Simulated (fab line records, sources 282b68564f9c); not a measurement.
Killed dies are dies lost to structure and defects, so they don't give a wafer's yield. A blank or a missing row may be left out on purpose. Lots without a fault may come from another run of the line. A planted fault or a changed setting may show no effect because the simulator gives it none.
fab line records | flow rit_cmos
record lots=4 wafers=12 last_day=6
route steps=202 shown SDANNEAL@156 SILICIDE@161 CONTACT@168 M1@184
lots that met no fault: from a run of the same line without faults
start_h: hours from the record's first day to the start of the lot's first wafer shown | wait_h: hours since the lot's step before | " the same as in the row above | L1.1+2: a row that stands for several wafers | - no value, or no start given | * or withheld: withheld | < > ~ a bound
route shown NAME@n: a module of which the file shows steps, and the number in the route of the first | usual: mean/standard deviation of fault-free wafers | same: alike in all rows | chamber/n: place in a boat | sites: the reading at each site | _std_site: their standard deviation | _edge_site: outer sites' mean less inner sites' | radius_mm: how far each site lies from the wafer's centre | mask NAME#n: copy n | behind: the tool/chamber that last shaped the wafer | hold: why the lot was held/for how many hours/how that ended | device: the transistor (n, p or np) that didn't switch | end of line: the same wafers' tests at the end of the route | a step without rows: its recipe alone | killed: dies lost to structure and defects at the first sort, not the wafer's yield | map: a wafer's dies, x killed, . not, _ none there
set.NAME: the setting as run; set.NAME@STEP: as run at that earlier step | model.NAME: the simulator's own value behind a step, which no gauge read
lots at some steps of the route; a table a step, a row a wafer
services: from which hour (start_h, from the record's first day; less than 0 if before it) a tool's chamber was out of use, for how many hours, and why
## steps
# step RIT_SDANNEAL_RTA_03
# recipe temp_c=1050 time_s=5 idle_temp_c=600 ramp_up_c_per_s=342 ramp_down_c_per_s=171 cool_to_c=600 ambient=N2
# step RIT_SILICIDE_WET_ETCH_00
# recipe chemistry=BOE target=SiO2 target_depth_nm=14 time_s=15 dry=n2_spin dilution=10:1 temp_c=21.5
# step RIT_SILICIDE_SPUTTER_01
# recipe material=Ti target_thk_nm=30 power_w=350 chamber_pressure_pa=0.667 gas=Ar time_s=240 substrate_temp_c=25
# step RIT_SILICIDE_RTA_04
# recipe temp_c=650 time_s=10 idle_temp_c=25 ramp_up_s=5 ramp_down_s=5 cool_to_c=25 ambient=N2
# step RIT_SILICIDE_WET_ETCH_05
# recipe chemistry=SPM target=Ti temp_c=90 time_s=120 dry=n2_spin
# step RIT_SILICIDE_RTA_06
# recipe temp_c=750 time_s=10 idle_temp_c=25 ramp_up_s=5 ramp_down_s=10 cool_to_c=25 ambient=N2
# step RIT_CONTACT_CVD_00
# recipe material=SiO2 target_thk_nm=400 precursor=TEOS temp_c=390 time_s=61 rf_w=400
# usual heater_power_w=326/56 rf_fwd_power_W=397.2/1.4
# columns lot.wafer tool chamber start_h wait_h heater_power_w rf_fwd_power_W model.SiO2_of_CONTACT_CVD_00.thk_nm
L528.2 pecvd-01 0 96.93 0.0 230 397.0 398.6
L528.3 " 2 " " 418 397.8 393.2
L528.6 " 1 " " 364 396.8 396.8
L534.1 pecvd-01 0 131.12 0.1 215 394.4 400.1
L534.3 " 2 " " 395 399.1 308.3
L534.6 " 0 " " 227 394.1 405.4
L535.1 pecvd-02 1 134.19 0.1 322 395.9 399.9
L535.3 " 2 " " 337 397.6 399.1
L535.5 " 2 " " 349 396.6 404.9
L537.4 pecvd-01 2 142.38 0.0 314 398.3 317.9
L537.5 " 1 " " 353 395.6 398.2
L537.6 " 0 " " 268 396.4 398.7
# step RIT_CONTACT_THK_MEAS_01
# recipe reads=SiO2_of_CONTACT_CVD_00
# usual CONTACT_TEOS_THK=400/5.5
# columns lot.wafer tool chamber start_h wait_h CONTACT_TEOS_THK[nm]
L528.2 film_metro-04 - 96.99 0.0 398
L528.3 " - " " 393
L528.6 " - " " 397
L534.1 film_metro-02 - 131.17 0.0 400
L534.3 " - " " 308
L534.6 " - " " 405
L535.1 film_metro-04 - 134.24 0.0 400
L535.3 " - " " 399
L535.5 " - " " 405
L537.4 film_metro-01 - 142.43 0.0 318
L537.5 " - " " 398
L537.6 " - " " 398
# step RIT_CONTACT_HMDS_02
# recipe prime_time_s=60 prime_temp_c=140
# step RIT_CONTACT_COAT_03
# recipe resist=NOVOLAK spin_rpm=3250 resist_thk_nm=1000
# step RIT_CONTACT_SOFTBAKE_04
# recipe resist=NOVOLAK temp_c=90 time_s=60
# step RIT_CONTACT_EXPOSE_05
# recipe mask_id=M11 na=0.6 source_shape=conventional sigma_outer=0.5 target_cd_nm=1000 dose_mj=250
# step RIT_CONTACT_PEB_06
# recipe resist=NOVOLAK temp_c=withheld time_s=withheld
# step RIT_CONTACT_DEVELOP_07
# recipe resist=NOVOLAK develop_time_s=120 dev_temp_c=23
# step RIT_CONTACT_HARDBAKE_10
# recipe resist=NOVOLAK temp_c=140 time_s=60
# step RIT_CONTACT_ETCH_11
# recipe target_depth_a=4800 over_etch_frac=0.2 stop_on=TiSi2 chemistry=CHF3/CF4/Ar target=SiO2 CHF3_flow_sccm=50 cf4_flow_sccm=10 Ar_flow_sccm=100 O2_flow_sccm=5 pressure_mtorr=100 rf_w=200 time_s=320
# usual drypump_motor_current_A=5.8/0.62 oes_product_au=0.993/0.016 rf_fwd_power_W=199.6/0.55 throttle_valve_pct=8.89/0.15
# columns lot.wafer tool chamber start_h wait_h drypump_motor_current_A oes_product_au rf_fwd_power_W rf_hours_counter_h throttle_valve_pct model.etch.depth_nm model.CONTACT.feature_depth_nm
L528.2 rie_diel-04 1 98.44 0.1 5.0 1.000 200.6 8 8.67 398.6 398.6
L528.3 " 3 " " 6.4 0.970 199.1 51 8.91 393.2 393.2
L528.6 " 1 " " 5.0 1.008 200.6 - 8.68 396.8 396.8
L534.1 rie_diel-04 1 132.64 0.1 5.0 1.005 199.7 9 8.67 400.1 400.1
L534.3 " 2 " " 5.0 1.001 199.1 71 9.10 308.3 308.3
L534.6 " 3 " " 6.4 0.972 198.7 - 8.90 405.4 405.4
L535.1 rie_diel-03 3 135.70 0.1 5.7 0.968 200.2 11 8.99 399.9 399.9
L535.3 " 2 " " 5.2 1.009 200.1 0 8.85 399.1 399.1
L535.5 " 1 " " 6.2 1.013 199.0 - 8.80 404.9 404.9
L537.4 rie_diel-04 3 143.86 0.1 6.4 0.957 199.1 52 8.88 317.9 317.9
L537.5 " 1 " " 5.0 0.991 200.3 - 8.66 398.2 398.2
L537.6 " 0 " " 6.6 1.013 200.4 - 8.77 398.7 398.7
# step RIT_CONTACT_STRIP_12
# recipe chemistry=O2 time_s=180 resist=NOVOLAK platen_temp_c=withheld power_w=500 pressure_mtorr=4000 o2_flow_sccm=4000
# step RIT_CONTACT_CLEAN_13
# recipe chemistry=SC1 mix=3:3:50 time_s=600 temp_c=75
# step RIT_CONTACT_CLEAN_14
# recipe chemistry=SC2 mix=3:3:50 time_s=600 temp_c=75 dry=n2_spin
# step RIT_M1_SPUTTER_00
# recipe material=Al target_thk_nm=400 power_w=2000 chamber_pressure_pa=0.4 gas=Ar time_s=500 substrate_temp_c=25
# step RIT_M1_HMDS_03
# recipe prime_time_s=60 prime_temp_c=140
# step RIT_M1_COAT_04
# recipe resist=NOVOLAK spin_rpm=2000 resist_thk_nm=1300
# step RIT_M1_SOFTBAKE_05
# recipe resist=NOVOLAK temp_c=90 time_s=60
# step RIT_M1_EXPOSE_06
# recipe mask_id=M12 na=0.6 source_shape=conventional sigma_outer=0.5 target_cd_nm=2600 dose_mj=250
# step RIT_M1_PEB_07
# recipe resist=NOVOLAK temp_c=withheld time_s=withheld
# step RIT_M1_DEVELOP_08
# recipe resist=NOVOLAK develop_time_s=68 dev_temp_c=23
# step RIT_M1_HARDBAKE_11
# recipe resist=NOVOLAK temp_c=140 time_s=120
# step RIT_M1_METAL_ETCH_12
# recipe stop_on=SiO2 chemistry=Cl2/BCl3 target=Al time_s=165 over_etch_frac=0.5 pressure_mtorr=100 target_depth_a=6000 rf_w=250 Cl2_flow_sccm=60 bcl3_flow_sccm=50
# usual bcl3_flow_sccm=49.99/0.16 drypump_motor_current_A=5.7/0.41 he_backside_leak_sccm=3.4/0.35 oes_product_au=0.778/0.016 rf_fwd_power_W=248.8/0.72 throttle_valve_pct=8.30/0.11
# columns lot.wafer tool chamber start_h wait_h bcl3_flow_sccm drypump_motor_current_A he_backside_leak_sccm oes_product_au rf_fwd_power_W rf_hours_counter_h throttle_valve_pct model.SiO2_of_CONTACT_CVD_00.thk_nm
L528.2 rie_metal-03 1 101.06 0.2 49.90 5.0 3.3 0.753 247.4 3 8.45 362.1
L528.3 " 0 " " 50.06 5.7 3.4 0.785 248.0 - 8.37 357.3
L528.6 " 0 " " 50.07 5.7 3.3 0.792 248.6 - 8.39 360.7
L534.1 rie_metal-03 1 135.47 0.2 49.93 5.0 3.3 0.753 249.5 3 8.47 363
L534.3 " 1 " " 49.84 5.0 3.0 0.749 249.2 - 8.44 271.2
L534.6 " 1 " " 49.76 5.0 3.1 0.765 248.6 - 8.47 368.4
L535.1 rie_metal-01 0 138.42 0.2 50.15 5.9 3.0 0.785 249.6 1 8.33 364.5
L535.3 " 0 " " 50.05 5.9 3.0 0.789 249.2 - 8.31 363.4
L535.5 " 1 " " 49.80 5.6 3.6 0.786 248.3 - 8.21 371.2
L537.4 rie_metal-01 1 146.65 0.1 49.72 5.7 3.7 0.773 249.0 - 8.21 284.2
L537.5 " 1 " " 49.87 5.7 3.7 0.770 248.8 - 8.20 364.4
L537.6 " 0 " " 50.18 5.9 3.1 0.796 247.7 - 8.32 363.3
# step RIT_M1_STRIP_13
# recipe chemistry=nmp resist=NOVOLAK temp_c=80 time_s=600 dry=n2_spin
# step RIT_M1_PROBE_99
# usual killed_at_front_end=6/3 killed_dies=7/3 killed_open=3.1/2 killed_short=3.4/2
# same gross_dies=264 killed_at_M0_to_M3=0 killed_at_M4_up=0 killed_at_back_side=0 killed_at_contacts=0 killed_at_other=0
# columns lot.wafer tool chamber start_h wait_h killed_at_front_end killed_dies killed_open killed_short model.etest.field_p_metal.vt_v model.etest.nmos_0p15.junction_log10_a_um model.etest.nmos_narrow.off_log10_a_um model.etest.nmos_0p3.off_log10_a_um model.etest.gate_end_array.leak_log10_a_um model.etest.contact_diode_array.leak_log10_a model.etest.pmos_0p15.junction_log10_a_um model.etest.antenna_contact.vt_shift_v
L528.2 prober-01 - 103.38 0.1 11 11 4 7 -30.43 -13.64 -13.28 -12.99 -12.79 -9.529 -13.86 -0.008352
L528.3 prober-01 - 103.43 0.2 12 12 9 3 -29.43 -13.56 -13.15 -12.86 -12.73 -9.029 -13.89 -0.01591
L528.6 prober-01 - 103.58 0.2 9 9 6 3 -29.77 -13.46 -13.17 -12.96 -12.79 -9.55 -13.92 -0.01257
L534.1 prober-01 - 137.72 0.1 9 9 1 8 -29.12 -13.4 -13.39 -13.28 -13.04 -9.797 -13.88 -0.009925
L534.3 prober-01 - 137.82 0.2 5 5 3 2 -24.72 -12.85 -12.79 -12.8 -12.68 -9.285 -13.54 -0.02279
L534.6 prober-01 - 137.97 0.2 4 4 4 0 -29.07 -13.52 -13.34 -13.11 -12.94 -9.377 -13.57 -0.01107
L535.1 prober-02 - 140.71 0.1 10 10 1 9 -28.8 -13.65 -13.21 -13.1 -12.92 -9.359 -13.92 -0.007071
L535.3 prober-02 - 140.81 0.2 10 10 7 3 -28.98 -13.44 -13.28 -13.13 -12.88 -9.711 -13.81 -0.01675
L535.5 prober-02 - 140.91 0.2 13 13 3 10 -29.27 -13.49 -13.29 -13.03 -12.71 -9.453 -13.83 -0.01469
L537.4 prober-01 - 149.00 0.2 10 10 8 2 -24.92 -12.86 -12.8 -12.58 -12.27 -9.199 -13.61 -0.02305
L537.5 prober-01 - 149.05 0.2 2 2 0 2 -28.77 -13.56 -13.22 -13.05 -12.9 -9.423 -13.74 -0.01034
L537.6 prober-01 - 149.10 0.2 12 12 6 6 -28.72 -13.64 -13.25 -12.94 -12.69 -9.377 -13.99 -0.0106
# killed by level:class
L528.2 GATE:geometric_particle:short=3 FOX1:geometric_particle:open=2 FOX1:geometric_particle:short=2 SPACER:geometric_particle:short=2 SILICIDE:geometric_particle:open=2
L528.3 GATE:geometric_particle:open=5 SPACER:geometric_particle:open=2 FOX2:geometric_particle:open=1 GATE:geometric_particle:short=1 REOX:geometric_particle:short=1 REOX:geometric_particle:open=1 SILICIDE:geometric_particle:short=1
L528.6 GATE:geometric_particle:open=2 SILICIDE:geometric_particle:short=2 FOX1:geometric_particle:short=1 FOX2:geometric_particle:open=1 REOX:geometric_particle:open=1 SPACER:geometric_particle:open=1 SILICIDE:geometric_particle:open=1
L534.1 GATE:geometric_particle:short=5 FOX1:geometric_particle:short=3 FOX1:geometric_particle:open=1
L534.3 FOX1:geometric_particle:open=1 GATE:geometric_particle:short=1 REOX:geometric_particle:open=1 SPACER:geometric_particle:open=1 SPACER:geometric_particle:short=1
L534.6 GATE:geometric_particle:open=3 SPACER:geometric_particle:open=1
L535.1 GATE:geometric_particle:short=4 FOX1:geometric_particle:short=2 REOX:geometric_particle:short=1 SPACER:geometric_particle:open=1 SPACER:geometric_particle:short=1 SILICIDE:geometric_particle:short=1
L535.3 GATE:geometric_particle:open=4 REOX:geometric_particle:short=2 FOX2:geometric_particle:open=1 GATE:geometric_particle:short=1 SPACER:geometric_particle:open=1 SILICIDE:geometric_particle:open=1
L535.5 REOX:geometric_particle:short=4 FOX2:geometric_particle:short=2 GATE:geometric_particle:short=2 FOX1:geometric_particle:short=1 GATE:geometric_particle:open=1 REOX:geometric_particle:open=1 SILICIDE:geometric_particle:open=1 SILICIDE:geometric_particle:short=1
L537.4 FOX1:geometric_particle:open=3 GATE:geometric_particle:short=2 SILICIDE:geometric_particle:open=2 FOX2:geometric_particle:open=1 GATE:geometric_particle:open=1 REOX:geometric_particle:open=1
L537.5 REOX:geometric_particle:short=2
L537.6 FOX1:geometric_particle:short=3 REOX:geometric_particle:open=3 GATE:geometric_particle:short=2 SILICIDE:geometric_particle:open=2 GATE:geometric_particle:open=1 REOX:geometric_particle:short=1
## services
# columns tool chamber start_h hours kind
pecvd-02 1 94.49 7.6 repair
rie_diel-03 2 104.07 - clean
rie_diel-03 2 104.07 17.1 scheduled_down
rie_diel-03 2 104.07 17.1 vent_cycle
rie_diel-03 0 112.56 7.1 repair
rie_metal-03 0 140.68 10.3 repair
## key
first_sign step=RIT_CONTACT_THK_MEAS_01 reading=CONTACT_TEOS_THK direction=down sigmas=16 usual=400 struck=313
effect none on later readings
model_effect step=RIT_CONTACT_CVD_00 value=SiO2_of_CONTACT_CVD_00.thk_nm without=398.2 struck=313.1
model_effect step=RIT_CONTACT_ETCH_11 value=etch.depth_nm without=398.2 struck=313.1
model_effect step=RIT_M1_METAL_ETCH_12 value=SiO2_of_CONTACT_CVD_00.thk_nm without=362.8 struck=277.7
model_effect step=RIT_M1_PROBE_99 value=etest.field_p_metal.vt_v without=-28.99 struck=-24.82
met_at RIT_CONTACT_CVD_00
struck_wafers L534.3,L537.4
tester_left_out L534,L537
onset_between 96.93 131.12
fault kind=process_parameter_drift tool=pecvd-01 chamber=2 onset_h=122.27 steps=RIT_CONTACT_CVD_00 channel=target_thk_nm offset=-85.105 shape=step end_h=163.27 stated=400
# tester_left_out: of these lots the tester's yield and bins aren't shown, on N5 and GAA mostly nor the transistor test; their killed dies are dies lost to structure and defects alone, not to doping, threshold or leakage, so they don't give the yield
